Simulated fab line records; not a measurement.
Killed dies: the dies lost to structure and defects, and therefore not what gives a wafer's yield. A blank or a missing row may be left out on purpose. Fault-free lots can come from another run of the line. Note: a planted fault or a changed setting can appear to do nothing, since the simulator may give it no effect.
Problem report in the 8D (eight disciplines) form, filled by code | flow berkeley cmos170 | the parts of the form that need people (team, actions taken, sign-off) are left out

== 1. WHAT IS WRONG ==
Wafers free of any fault read 0.0321 ohm/sq (standard deviation 0.00043) for M3_AL_RS at UCB170_M3_RS_MEAS_02, against a mean of 0.0463 ohm/sq on 3 wafers of 2 lots. Relative to the usual mean, that is a shift of +33 standard deviations.
The step: measures by four-point-probe.
Earliest sighting: wafer L901.2 on film metro-04 at day 9 23:20. At this step, 18 wafers from 6 lots have a number in the record. The rule behind "out" and "out of limits": a value lying over 4 standard deviations away from the usual mean. Any other wafer with a number is counted as sound.

== 2. WHAT IT IS, WHAT IT ISN'T ==
question                    | is                     | is not
which readings at this step | M3_AL_RS               | -
which lots                  | L901, L902             | L891, L892, L904, L912
which wafers of those lots  | L901.2, L901.6, L902.2 | L901.5, L902.3, L902.6
read on which gauges        | film metro-04          | film metro-01, film metro-02
when                        | from day 9 23:20       | up to then (7 sound wafers); but 8 sound wafers of L902, L904, L912 came after

== 3. THE SUSPECTS, EACH WITH WHAT RULES IT OUT ==
Counting: any tool at a process step up to the reading remains a suspect provided it ran every lot that is out. Sound lots after the first of them don't rule it out here, since some wafers of a struck lot are sound.
- the gauge at UCB170_M3_RS_MEAS_02: ruled out. All the wafers that are out were read on film metro-04, but those of them that UCB170_M3_METAL_ETCH_18 has rows for are out there too, on other tools.
- rie diel-03 at UCB170_V2_ETCH_14 (etches SiO2 in CHF3/CF4/Ar, stops on Al, target depth 1250 nm, time 291 s): kept. It ran every lot that is out, first L901 (day 9 22:46); its last sound lot up to then is L891 (day 7 22:11).
- pvd sputter-01 at UCB170_M3_SPUTTER_01 (material Al, target thk 900 nm, time 120 s): kept. It ran every lot that is out, first L901 (day 9 23:13); its last sound lot up to then is L891 (day 7 22:39).
Left after counting: rie diel-03 at UCB170_V2_ETCH_14, pvd sputter-01 at UCB170_M3_SPUTTER_01.

== 4. THE CAUSE (what the simulator had put in) ==
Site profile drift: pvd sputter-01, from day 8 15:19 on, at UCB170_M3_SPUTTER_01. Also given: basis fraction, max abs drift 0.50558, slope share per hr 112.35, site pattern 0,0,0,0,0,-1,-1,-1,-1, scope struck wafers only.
Counting leaves 2 suspects; this tool is one of them.

== 5. THE CHAIN OF EFFECTS, in route order ==
Rows list readings where the struck wafers' mean (over those with a number) sits beyond 3 standard deviations from the usual. Only readings for which the record gives a usual standard deviation are gone through. hours: the time from each lot's start at the first step in this table that gives one to its start at this step, as a median over the lots. sigmas: the change in usual standard deviations.
hours | step                    | reading        | usual         | on struck wafers | change  | sigmas
0     | UCB170_M3_RS_MEAS_02    | M3_AL_RS       | 0.0321 ohm/sq | 0.0463           | +0.0142 | +33
0     | UCB170_M3_THK_MEAS_03   | M3_AL_THK      | 911 nm        | 717              | -194    | -16
2     | UCB170_M3_METAL_ETCH_18 | oes product au | 0.848 a.u.    | 0.747            | -0.101  | -11
The process steps in it:
- UCB170_M3_METAL_ETCH_18: etches Al in Cl2/BCl3, stops on SiO2, target depth 1170 nm, time 202.9 s.
At these later measuring or inspecting steps, every struck wafer for which the step has a row has a number for every such reading, and none has moved that far: UCB170_M3_CD_MEAS_15, UCB170_M3_OVL_MEAS_16.

== 6. WHAT WOULD HAVE CAUGHT IT SOONER ==
Counted from the fault's start at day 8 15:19, it took 32 hours until the first out-of-limits reading at a measuring or inspecting step in this record, taken at day 9 23:20.
An alarm limit of 4 standard deviations would not have fired on the tool readings at UCB170_M3_SPUTTER_01 for which the record gives a usual standard deviation, since none of them was out on any struck wafer.
L902, from the lots that are out (2), started UCB170_M3_SPUTTER_01 on pvd sputter-01 later than day 9 23:20. Putting the tool on hold at that point would have spared it.
